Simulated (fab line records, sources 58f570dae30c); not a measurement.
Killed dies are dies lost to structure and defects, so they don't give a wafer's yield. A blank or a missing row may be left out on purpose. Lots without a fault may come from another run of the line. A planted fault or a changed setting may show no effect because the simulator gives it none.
One fault seen from 2 desks | flow berkeley_cmos170 | each desk has only its own numbers; what lay behind them comes last

THE TOOL OWNER'S DESK: implanter-01
The tool's own readings at UCB170_PFIELD_IMPLANT_07: means of the sampled wafers that have a number, for each lot that ran on this tool. A lot is out of limits, marked OUT, if its mean lies more than 4 standard deviations from the usual mean; the brackets give that distance.
Columns: A = beam_on_s at UCB170_PFIELD_IMPLANT_07, usual 10.01 s; B = faraday_current_uA at UCB170_PFIELD_IMPLANT_07, usual 63.4
lot  | first seen here | A               | B
L658 | day 5 01:27     | 9.91            | 64.1
L661 | day 5 17:20     | 9.91            | 64.0
L662 | day 6 00:15     | 9.76            | 65.1
L664 | day 6 21:16     | 10.08           | 62.9
L678 | day 9 02:56     | 8.16 (-8.8) OUT | 77.7 (+10) OUT
L677 | day 9 03:43     | 8.02 (-9.5) OUT | 79.0 (+11) OUT
This desk's finding: out of limits on L677, L678; first on L678, day 9 02:56 (beam_on_s at UCB170_PFIELD_IMPLANT_07). In limits: L658, L661, L662, L664.

THE METROLOGY DESK
What the gauges read, lot by lot, whatever tool the lot ran on: means of the sampled wafers that have a number. A lot is out of limits, marked OUT, if its mean lies more than 4 standard deviations from the usual mean; the brackets give that distance.
Columns: A = NWELL_OXIDE_THK at UCB170_NWELL_THK_MEAS_02, usual 26.6 nm; B = WELLDRIVE_OXIDE_THK at UCB170_WELLDRIVE_THK_MEAS_02, usual 201 nm; C = PFIELD_TW at UCB170_PFIELD_TW_MEAS_09, usual 600
lot  | first seen here | A    | B   | C
L658 | day 2 09:40     | 25.1 | 203 | 598
L661 | day 2 20:45     | 26.0 | 200 | 606
L662 | day 3 03:51     | 25.3 | 201 | 597
L663 | day 3 10:32     | 26.1 | 197 | 595
L664 | day 3 17:44     | 26.3 | 201 | 601
L665 | day 3 17:44     | 27.4 | 197 | 598
L666 | day 4 05:26     | 26.6 | 200 | 601
L669 | day 4 13:07     | 27.3 | 200 | 596
L667 | day 4 13:08     | 27.0 | 197 | 604
L674 | day 5 16:06     | 27.3 | 197 | 605
L675 | day 5 23:16     | 27.5 | 203 | 598
L677 | day 6 08:43     | 27.5 | 200 | 559 (-11) OUT
L678 | day 6 08:43     | 27.2 | 198 | 563 (-9.8) OUT
L680 | day 7 02:37     | 26.5 | 199 | 601
This desk's finding: out of limits on L677, L678; first on L678, day 9 03:11 (PFIELD_TW at UCB170_PFIELD_TW_MEAS_09). In limits: L658, L661, L662, L663, L664, L665, L666, L669, L667, L674, L675, L680.

PUT TOGETHER
The tool owner's desk could have raised an alarm at day 9 02:56, on L677, L678.
The metrology desk could have raised an alarm at day 9 03:11, on L677, L678.
Of the lots named, all ran UCB170_PFIELD_IMPLANT_07 on implanter-01.

WHAT THE SIMULATOR HAD PUT IN
Process parameter drift: implanter-01, from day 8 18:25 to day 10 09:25, at UCB170_PFIELD_IMPLANT_07. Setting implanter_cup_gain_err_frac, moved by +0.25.
Lots struck among those shown: L677, L678.
Hours from the fault's start to each desk's first reading out of limits: the tool owner's desk, 9; the metrology desk, 9.
